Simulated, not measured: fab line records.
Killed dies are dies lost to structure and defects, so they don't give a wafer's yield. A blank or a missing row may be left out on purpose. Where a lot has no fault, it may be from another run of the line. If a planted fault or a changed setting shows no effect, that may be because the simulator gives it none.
Struck lot and sound lot, side by side -- flow berkeleyCmos170 -- 20 out of 331 route steps
Sound: the wafers L275.1, L275.2, L275.4. Struck: wafers L261.1, L261.2, L261.3. The cause comes at the end.
Each step with rows lists, per side, the tool, then ch with its chambers, then its first start. Under that, the readings that differ: sound wafers -- struck wafers -- difference of the means -- sigmas: that difference in standard deviations of wafers without a fault.
alike: words and numbers the same on both sides, and readings whose means are apart by under 2 such deviations; not compared: readings that were withheld, readings missing a value for some wafer, numbers with overlapping values and no deviation given by the record, and bounds like >300 which may hide the same value.
Wherever a step has rows on one side only, a row that says differs or no value, or a row with sigmas, the two part there. Non-overlapping numbers with no deviation appear without sigmas and do not part them. A reading missing from all wafers of one side parts the sides only when that side holds two or more wafers.

first, 1 step without rows for these wafers: UCB170_FIELD_WET_ETCH_06 (etches SiO2 in BOE, time 22 s).
UCB170_FIELD_THK_MEAS_90:
  sound on filmMetro-03, day 8 03:55; struck on filmMetro-04, day 6 03:02
  alike: FIELD_OXIDE_LEFT_1_THK
then, 2 steps without rows for these wafers: UCB170_SACOX_CLEAN_00 (cleans in dHF, time 7.5 s); UCB170_SACOX_OXIDATION_01 (target thk 14.4 nm, ox time 2400 s).
UCB170_SACOX_THK_MEAS_02:
  sound on filmMetro-03, day 8 07:28; struck on filmMetro-01, day 6 06:57
  alike: SACOX_OXIDE_THK
then, 2 steps without rows for these wafers: UCB170_SCREENOX_WET_ETCH_00 (etches SiO2 in dHF, time 200 s); UCB170_SCREENOX_OXIDATION_01 (target thk 14.4 nm, ox time 2400 s).
UCB170_SCREENOX_THK_MEAS_02:
  sound on filmMetro-04, day 8 10:46; struck on filmMetro-01, day 6 11:27
reading,sound,struck,difference,sigmas
SCREENOX_OXIDE_THK (nm),13.6 13.7 14.0,14.8 14.5 14.8,+0.9,+3
then, 4 steps without rows for these wafers: UCB170_SCREENOX_ANNEAL_03 (time 900 s); UCB170_NVT_HMDS_00 (prime time 60 s); UCB170_NVT_COAT_01 (resist thk 900 nm); UCB170_NVT_SOFTBAKE_02 (time 60 s).
UCB170_NVT_EXPOSE_03: exposes mask PWELL, target cd 3000 nm.
  sound on krfScanner-02 ch 0, day 8 15:37; struck on krfScanner-02 ch 0, day 6 17:44
reading,sound,struck,difference,sigmas
mask,PWELL#0 PWELL#0 PWELL#0,PFIELD#0 PFIELD#0 PFIELD#0,differs,
then, 2 steps without rows for these wafers: UCB170_NVT_PEB_04; UCB170_NVT_DEVELOP_05 (develop time 45 s).
UCB170_NVT_OVL_MEAS_06:
  sound on overlay-01, day 8 16:28; struck on overlay-02, day 6 18:07
reading,sound,struck,difference,sigmas
NVT_OVL (nm),-2 4 0,- - -,no value on the struck wafers,
after that, 1 step had no rows for these wafers: UCB170_NVT_IMPLANT_07.
UCB170_NVT_STRIP_08: strips in O2.
  sound on plasmaAsher-02 ch 0,1, day 8 16:39; struck on plasmaAsher-02 ch 0,1, day 6 18:19
  alike: drypumpMotorCurrentA, oesProductAu, stripTimeToEndpointS
  not compared: rfHoursCounterH
UCB170_NVT_TW_MEAS_09:
  sound on filmMetro-04, day 8 16:45; struck on filmMetro-04, day 6 18:25
reading,sound,struck,difference,sigmas
NVT_TW,541 538 542,31 31 31,-509,-62
then, 1 step without rows for these wafers: UCB170_NVT_CLEAN_10 (cleans in SPM, time 600 s).

WHERE THEY PART
Last at UCB170_NVT_TW_MEAS_09 as far as this record goes, first at UCB170_SCREENOX_THK_MEAS_02.

WHY: the cause the simulator had injected
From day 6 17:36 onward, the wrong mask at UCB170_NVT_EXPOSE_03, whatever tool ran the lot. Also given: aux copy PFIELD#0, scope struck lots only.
